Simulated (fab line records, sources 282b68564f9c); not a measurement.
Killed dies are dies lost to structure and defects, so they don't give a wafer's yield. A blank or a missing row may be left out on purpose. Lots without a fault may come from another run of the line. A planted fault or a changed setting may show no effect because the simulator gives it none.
One fault seen from 2 desks | flow rit_cmos | each desk has only its own numbers; what lay behind them comes last

THE METROLOGY DESK
What the gauges read, lot by lot, whatever tool the lot ran on: means of the sampled wafers that have a number. A lot is out of limits, marked OUT, if its mean lies more than 4 standard deviations from the usual mean; the brackets give that distance.
Columns: A = INCOMING_BOW at RIT_ACTIVE_BOW_MEAS_00, usual 0 um; B = NWELL_RS at RIT_WELLDRIVE_RS_MEAS_01, usual 275.6 ohm/sq; C = NLDD_TW at RIT_NLDD_TW_MEAS_10, usual 2490; D = NLDD_RS at RIT_SDANNEAL_RS_MEAS_07, usual 151.5 ohm/sq
lot  | first seen here | A  | B     | C               | D
L983 | day 1 10:00     | 4  | 275.7 | 2501            | 151.2
L984 | day 1 15:01     | 2  | 276.0 | 2495            | 151.3
L985 | day 1 20:00     | 4  | 276.7 | 2502            | 151.2
L989 | day 2 16:01     | -6 | 275.0 | 2562            | 141.1 (-24) OUT
L993 | day 3 12:01     | -5 | 275.6 | 2498            | 151.5
L994 | day 3 17:01     | -2 | 275.6 | 2570 (+4.0) OUT | 140.8 (-25) OUT
L996 | day 4 03:01     | -1 | 275.6 | 2503            | 151.4
L997 | day 4 08:00     | 2  | 275.2 | 2500            | 151.8
L998 | day 4 13:00     | -3 | 275.7 | 2480            | 151.2
L100 | day 4 23:00     | 3  | 275.5 | 2511            | 151.3
L102 | day 5 09:00     | 0  | 276.3 | 2472            | 151.2
L104 | day 5 19:02     | -2 | 275.1 | 2506            | 151.5
L105 | day 6 00:01     | 0  | 275.7 | 2454            | 151.4
L106 | day 6 05:01     | -3 | 276.3 | 2468            | 150.9
This desk's finding: out of limits on L989, L994; first on L989, day 4 09:59 (NLDD_RS at RIT_SDANNEAL_RS_MEAS_07). In limits: L983, L984, L985, L993, L996, L997, L998, L100, L102, L104, L105, L106.

THE TOOL OWNER'S DESK: implanter-01
The tool's own readings at RIT_NLDD_IMPLANT_08: means of the sampled wafers that have a number, for each lot that ran on this tool. A lot is out of limits, marked OUT, if its mean lies more than 4 standard deviations from the usual mean; the brackets give that distance.
Columns: A = dose_ions_cm2 at RIT_NLDD_IMPLANT_08, usual 5e+14; B = faraday_current_uA at RIT_NLDD_IMPLANT_08, usual 1572
lot  | first seen here | A               | B
L983 | day 2 20:02     | 5e+14           | 1583
L985 | day 3 06:11     | 5e+14           | 1577
L989 | day 4 02:04     | 5e+14 (+87) OUT | 1706 (+4.3) OUT
L994 | day 5 05:34     | 5e+14 (+87) OUT | 1736 (+5.3) OUT
L106 | day 7 18:11     | 5e+14           | 1564
This desk's finding: out of limits on L989, L994; first on L989, day 4 02:04 (dose_ions_cm2 at RIT_NLDD_IMPLANT_08). In limits: L983, L985, L106.

PUT TOGETHER
The tool owner's desk could have raised an alarm at day 4 02:04, on L989, L994.
The metrology desk could have raised an alarm at day 4 09:59, on L989, L994.
Of the lots named, all ran RIT_NLDD_IMPLANT_08 on implanter-01.

WHAT THE SIMULATOR HAD PUT IN
Process parameter drift: implanter-01, from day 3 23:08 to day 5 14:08, at RIT_NLDD_IMPLANT_08. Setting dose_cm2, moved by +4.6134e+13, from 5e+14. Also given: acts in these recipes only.
Lots struck among those shown: L989, L994.
Hours from the fault's start to each desk's first reading out of limits: the tool owner's desk, 3; the metrology desk, 11.
